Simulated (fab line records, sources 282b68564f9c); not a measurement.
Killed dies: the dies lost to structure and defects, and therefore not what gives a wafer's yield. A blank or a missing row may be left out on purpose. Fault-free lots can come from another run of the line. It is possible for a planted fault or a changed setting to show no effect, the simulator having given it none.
Comparing a struck lot with a sound one + flow rit-cmos + 14 steps out of a route of 202
Sound: wafers L994.1, L994.4, L994.6. Struck: wafers L102.3, L102.4, L102.6. The cause is given at the end.
At each step with rows: each side's tool, then ch and its chambers, then its first start. Under that, the readings that differ: sound wafers + struck wafers + difference of the means + sigmas: that difference in standard deviations of wafers without a fault.
alike: readings with means less than 2 such deviations apart, plus words and numbers identical on both sides. not compared: withheld readings, readings lacking a value on some wafer, bounds such as >300 that could conceal the same value, and numbers that have no deviation in the record and whose values overlap.
The two part at a step that has a row with sigmas, a row that says differs or no value, or rows on one side only. When numbers do not overlap yet have no deviation, they are printed without sigmas and do not part them. Lack of a reading on every wafer of one side parts them only where that side has two or more wafers.

RIT_SDANNEAL_RTA_03: time 4.891 s.
  sound on rtp-anneal-02 ch 0, day 3 08:04; struck on rtp-anneal-02 ch 0, day 4 20:32
  alike: wafer_temp_C_max
RIT_SDANNEAL_RS_MEAS_04: the measuring method here is four-point-probe.
  sound on film-metro-01, day 3 08:07; struck on film-metro-01, day 4 20:37
| reading         | sound             | struck            | difference | sigmas |
|-----------------|-------------------|-------------------|------------|--------|
| PSD_RS (ohm/sq) | 116.2 116.1 116.0 | 117.0 117.0 117.4 | +1.0       | +3     |
RIT_SDANNEAL_RS_MEAS_05: the measuring method here is four-point-probe.
  sound on film-metro-01, day 3 08:14; struck on film-metro-01, day 4 20:44
| reading         | sound             | struck            | difference | sigmas |
|-----------------|-------------------|-------------------|------------|--------|
| NSD_RS (ohm/sq) | 84.01 84.30 84.14 | 84.91 84.47 84.76 | +0.56      | +2     |
RIT_SDANNEAL_RS_MEAS_06: the measuring method here is four-point-probe.
  sound on film-metro-01, day 3 08:22; struck on film-metro-01, day 4 20:51
  alike: PLDD_RS
RIT_SDANNEAL_RS_MEAS_07: the measuring method here is four-point-probe.
  sound on film-metro-01, day 3 08:29; struck on film-metro-01, day 4 20:58
  alike: NLDD_RS
then, 1 step without rows for these wafers: RIT_SILICIDE_WET_ETCH_00 (etches SiO2 in BOE, target depth 14 nm, time 15 s).
RIT_SILICIDE_SPUTTER_01: material Ti, target thk 30 nm, time 240 s.
  sound on pvd-sputter-02, day 3 08:37; struck on pvd-sputter-03, day 4 21:04
  alike: substrate-temp-c, throttle-valve-pct
RIT_SILICIDE_RS_MEAS_02: the measuring method here is four-point-probe.
  sound on film-metro-03, day 3 08:46; struck on film-metro-02, day 4 21:16
  alike: SILICIDE_TI_RS
RIT_SILICIDE_THK_MEAS_03: measures by xrf.
  sound on film-metro-03, day 3 08:53; struck on film-metro-02, day 4 21:22
  alike: SILICIDE_TI_THK
RIT_SILICIDE_RTA_04: time 10 s, ramp up 5 s, ramp down 5 s.
  sound on rtp-anneal-01 ch 0, day 3 08:57; struck on rtp-anneal-01 ch 0, day 4 21:25
  alike: wafer_temp_C_max
then, 1 step without rows for these wafers: RIT_SILICIDE_WET_ETCH_05 (etches Ti in SPM, time 120 s).
RIT_SILICIDE_RTA_06: time 10 s, ramp up 5 s, ramp down 10 s.
  sound on rtp-anneal-02 ch 0, day 3 09:04; struck on rtp-anneal-02 ch 0, day 4 21:32
  alike: wafer_temp_C_max
RIT_CONTACT_CVD_00: deposits SiO2 from TEOS, target thk 400 nm, time 61 s.
  sound on pecvd-04 ch 0,2, day 3 09:07; struck on pecvd-01 ch 1,2, day 4 21:34
  no value came back on the struck wafers for heater-power-w (W), rf-fwd-power-W (W); on the sound wafers heater-power-w (W) reads 290 455 293
RIT_M1_PROBE_99:
  rows exist in the record for the sound wafers here (prober-01, day 3 15:40), none for the struck ones

WHERE THEY PART
At RIT_SDANNEAL_RS_MEAS_04 first; at RIT_M1_PROBE_99 last (within this record only).

WHY: the cause the simulator had injected
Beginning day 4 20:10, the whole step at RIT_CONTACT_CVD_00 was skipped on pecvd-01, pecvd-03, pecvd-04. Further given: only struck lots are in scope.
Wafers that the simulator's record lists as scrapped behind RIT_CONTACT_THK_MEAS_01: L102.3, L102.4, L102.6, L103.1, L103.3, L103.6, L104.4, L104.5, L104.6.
